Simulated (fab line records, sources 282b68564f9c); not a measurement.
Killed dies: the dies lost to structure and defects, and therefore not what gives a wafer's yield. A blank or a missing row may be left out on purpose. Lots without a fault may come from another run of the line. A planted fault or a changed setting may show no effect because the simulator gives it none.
fab line records + flow ritCmos
record:
- lots: 14
- wafers: 42
- lastDay: 8
route steps=202 shown SILICIDE@165 M1@202
lots that met no fault: from a run of the same line without faults
startH: the number of hours between the record's first day and the start of the first shown wafer of the lot + waitH: how many hours have passed since the lot's step before this one + " identical to the entry in the row above + L1.1+2: several wafers, shown together as one row + - value missing, or start not given + * or withheld: withheld + < > ~ a bound
route shown NAME@n: names a module that has steps shown in the file, with the first one's number in the route + usual: average and standard deviation across the fault-free wafers + same: alike in all rows + chamber/n: place in a boat + sites: each site's reading + _std_site: the values' standard deviation + _edge_site: inner sites' mean taken away from outer sites' mean + radiusMm: how far each site lies from the wafer's centre + mask NAME#n: copy n + behind: the most recent tool/chamber to have shaped the wafer + hold: why the lot went on hold/how many hours it stayed there/how the hold came to an end + device: the n, p or np transistor that did not switch + end of line: the tests these same wafers got at the end of their route + for a step that has no rows: nothing shown but its recipe + killed: count of dies lost to structure and defects at first sort (not the wafer's yield) + map: a wafer's dies, x killed, . not, _ none there
set.NAME: the setting the step ran with; set.NAME@STEP: the setting that earlier step ran with + model.NAME: the simulator's own value behind a step, which no gauge read
the route's steps for a sample of lots (tables are steps, rows are wafers)
services: when a tool's chamber went out of use (startH, in hours from the record's first day, below 0 if earlier), for how many hours, and the reason
== steps ==
step: RIT_SILICIDE_RTA_04
recipe:
- tempC: 650
- timeS: 10
- idleTempC: 25
- rampUpS: 5
- rampDownS: 5
- coolToC: 25
- ambient: N2
usual:
- wafer_temp_C_max: 653.0/0.77
| lot.wafer | tool         | chamber | startH | waitH | wafer_temp_C_max |
|-----------|--------------|---------|--------|-------|------------------|
| L766.2    | rtpAnneal-01 | 0       | 56.96  | 0.1   | 654.7            |
| L766.3    | "            | 0       | "      | "     | 652.1            |
| L766.5    | "            | 0       | "      | "     | 654.8            |
| L767.1    | rtpAnneal-02 | 0       | 59.50  | 0.1   | 652.7            |
| L767.2    | "            | 0       | "      | "     | 653.3            |
| L767.4    | "            | 0       | "      | "     | 652.0            |
| L768.1    | rtpAnneal-01 | 0       | 63.16  | 0.1   | 654.3            |
| L768.2    | "            | 0       | "      | "     | 653.3            |
| L768.6    | "            | 0       | "      | "     | 653.2            |
| L769.2    | rtpAnneal-02 | 0       | 68.09  | 0.1   | 651.8            |
| L769.4    | "            | 0       | "      | "     | 652.7            |
| L769.6    | "            | 0       | "      | "     | 653.1            |
| L770.2    | rtpAnneal-01 | 0       | 71.31  | 0.1   | 653.5            |
| L770.3    | "            | 0       | "      | "     | 653.7            |
| L770.5    | "            | 0       | "      | "     | 653.8            |
| L772.1    | rtpAnneal-01 | 0       | 80.21  | 0.1   | 652.9            |
| L772.4    | "            | 0       | "      | "     | 652.4            |
| L772.6    | "            | 0       | "      | "     | 652.7            |
| L773.2    | rtpAnneal-02 | 0       | 90.58  | 0.1   | 651.9            |
| L773.3    | "            | 0       | "      | "     | 652.4            |
| L773.4    | "            | 0       | "      | "     | 651.9            |
| L774.1    | rtpAnneal-01 | 0       | 93.40  | 0.1   | 653.2            |
| L774.2    | "            | 0       | "      | "     | 654.3            |
| L774.5    | "            | 0       | "      | "     | 653.7            |
| L775.2    | rtpAnneal-02 | 0       | 96.23  | 0.1   | 652.1            |
| L775.4    | "            | 0       | "      | "     | 652.0            |
| L775.5    | "            | 0       | "      | "     | 652.4            |
| L779.1    | rtpAnneal-01 | 0       | 116.58 | 0.1   | 653.1            |
| L779.3    | "            | 0       | "      | "     | 653.6            |
| L779.4    | "            | 0       | "      | "     | 654.1            |
| L780.2    | rtpAnneal-02 | 0       | 120.38 | 0.1   | 722.4            |
| L780.4    | "            | 0       | "      | "     | 721.7            |
| L780.5    | "            | 0       | "      | "     | 722.5            |
| L782.1    | rtpAnneal-02 | 0       | 138.66 | 0.1   | 723.0            |
| L782.2    | "            | 0       | "      | "     | 722.7            |
| L782.4    | "            | 0       | "      | "     | 722.2            |
| L787.3    | rtpAnneal-01 | 0       | 164.62 | 0.1   | 652.5            |
| L787.4    | "            | 0       | "      | "     | 653.8            |
| L787.5    | "            | 0       | "      | "     | 652.9            |
| L789.1    | rtpAnneal-01 | 0       | 176.13 | 0.1   | 653.9            |
| L789.2    | "            | 0       | "      | "     | 653.3            |
| L789.3    | "            | 0       | "      | "     | 652.9            |
step: RIT_M1_PROBE_99
usual:
- killed_at_M0_to_M3: 0.0/0.14
- killedAtContacts: 0.1/0.3
- killedAtFrontEnd: 6.5/2.9
- killedDies: 6.6/3
- killedOpen: 3.3/2
- killedShort: 3.3/1.9
same:
- grossDies: 264
- killed_at_M4_up: 0
- killedAtBackSide: 0
- killedAtOther: 0
| lot.wafer | tool      | chamber | startH | waitH | killed_at_M0_to_M3 | killedAtContacts | killedAtFrontEnd | killedDies | killedOpen | killedShort |
|-----------|-----------|---------|--------|-------|--------------------|------------------|------------------|------------|------------|-------------|
| L767.1    | prober-02 | -       | 66.18  | 0.1   | 0                  | 0                | 4                | 4          | 3          | 1           |
| L767.2    | prober-02 | -       | 66.23  | 0.1   | 0                  | 0                | 12               | 12         | 5          | 7           |
| L767.4    | prober-02 | -       | 66.33  | 0.2   | 0                  | 0                | 4                | 4          | 2          | 2           |
| L780.2    | prober-01 | -       | 129.44 | 0.1   | 0                  | 1                | 8                | 9          | 5          | 4           |
| L780.4    | prober-01 | -       | 129.54 | 0.2   | 0                  | 0                | 5                | 5          | 2          | 3           |
| L780.5    | prober-01 | -       | 129.59 | 0.2   | 0                  | 0                | 5                | 5          | 4          | 1           |
| L782.1    | prober-01 | -       | 147.18 | 0.1   | 0                  | 0                | 10               | 10         | 5          | 5           |
| L782.2    | prober-01 | -       | 147.23 | 0.1   | 0                  | 0                | 8                | 8          | 5          | 3           |
| L782.4    | prober-01 | -       | 147.33 | 0.2   | 0                  | 0                | 8                | 8          | 3          | 5           |
| L787.3    | prober-02 | -       | 171.53 | 0.2   | 0                  | 0                | 9                | 9          | 3          | 6           |
| L787.4    | prober-02 | -       | 171.58 | 0.2   | 0                  | 0                | 5                | 5          | 2          | 3           |
| L787.5    | prober-02 | -       | 171.63 | 0.2   | 0                  | 0                | 7                | 7          | 5          | 2           |
killed by level:class
L767.1 GATE:geometricParticle:open=1 GATE:geometricParticle:short=1 REOX:geometricParticle:open=1 SPACER:geometricParticle:open=1
L767.2 GATE:geometricParticle:short=6 GATE:geometricParticle:open=4 REOX:geometricParticle:open=1 REOX:geometricParticle:short=1
L767.4 GATE:geometricParticle:short=2 GATE:geometricParticle:open=2
L780.2 FOX1:geometricParticle:short=3 SPACER:geometricParticle:open=2 FOX2:geometricParticle:open=1 GATE:geometricParticle:open=1 REOX:geometricParticle:short=1 CONTACT:geometricParticle:open=1
L780.4 REOX:geometricParticle:open=2 SPACER:geometricParticle:short=2 REOX:geometricParticle:short=1
L780.5 SPACER:geometricParticle:open=3 FOX1:geometricParticle:short=1 FOX2:geometricParticle:open=1
L782.1 SILICIDE:geometricParticle:open=3 GATE:geometricParticle:short=2 SILICIDE:geometricParticle:short=2 GATE:geometricParticle:open=1 REOX:geometricParticle:open=1 SPACER:geometricParticle:short=1
L782.2 GATE:geometricParticle:open=4 FOX1:geometricParticle:short=1 FOX2:geometricParticle:short=1 FOX2:geometricParticle:open=1 REOX:geometricParticle:short=1
L782.4 SPACER:geometricParticle:short=2 FOX1:geometricParticle:short=1 GATE:geometricParticle:short=1 GATE:geometricParticle:open=1 REOX:geometricParticle:short=1 REOX:geometricParticle:open=1 SPACER:geometricParticle:open=1
L787.3 FOX1:geometricParticle:short=3 FOX1:geometricParticle:open=2 GATE:geometricParticle:open=1 GATE:geometricParticle:short=1 REOX:geometricParticle:short=1 SPACER:geometricParticle:short=1
L787.4 GATE:geometricParticle:open=2 FOX1:geometricParticle:short=1 FOX2:geometricParticle:short=1 SPACER:geometricParticle:short=1
L787.5 GATE:geometricParticle:open=2 SILICIDE:geometricParticle:short=2 FOX1:geometricParticle:open=1 FOX2:geometricParticle:open=1 SILICIDE:geometricParticle:open=1
== services ==
| tool         | chamber | startH | hours | kind |
|--------------|---------|--------|-------|------|
| rtpAnneal-01 | -       | 102.32 | 4.2   | pm   |
== key ==
firstSign:
- step: RIT_SILICIDE_RTA_04
- reading: wafer_temp_C_max
- direction: up
- sigmas: 91
- usual: *
- struck: *
effect none on later readings
metAt RIT_SILICIDE_RTA_04
struckLots L780,L782
testerLeftOut L780,L782
onsetBetween 96.23 120.38
fault:
- kind: processParameterDrift
- tool: rtpAnneal-02
- chamber: -
- onsetH: 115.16
- steps: RIT_SILICIDE_RTA_04
- channel: tempC
- offset: *
- shape: step
- endH: 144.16
- actsIn: *
- stated: *
testerLeftOut: of these lots the tester's yield and bins aren't shown, on N5 and GAA mostly nor the transistor test; their killed dies are dies lost to structure and defects alone, not to doping, threshold or leakage, so they don't give the yield
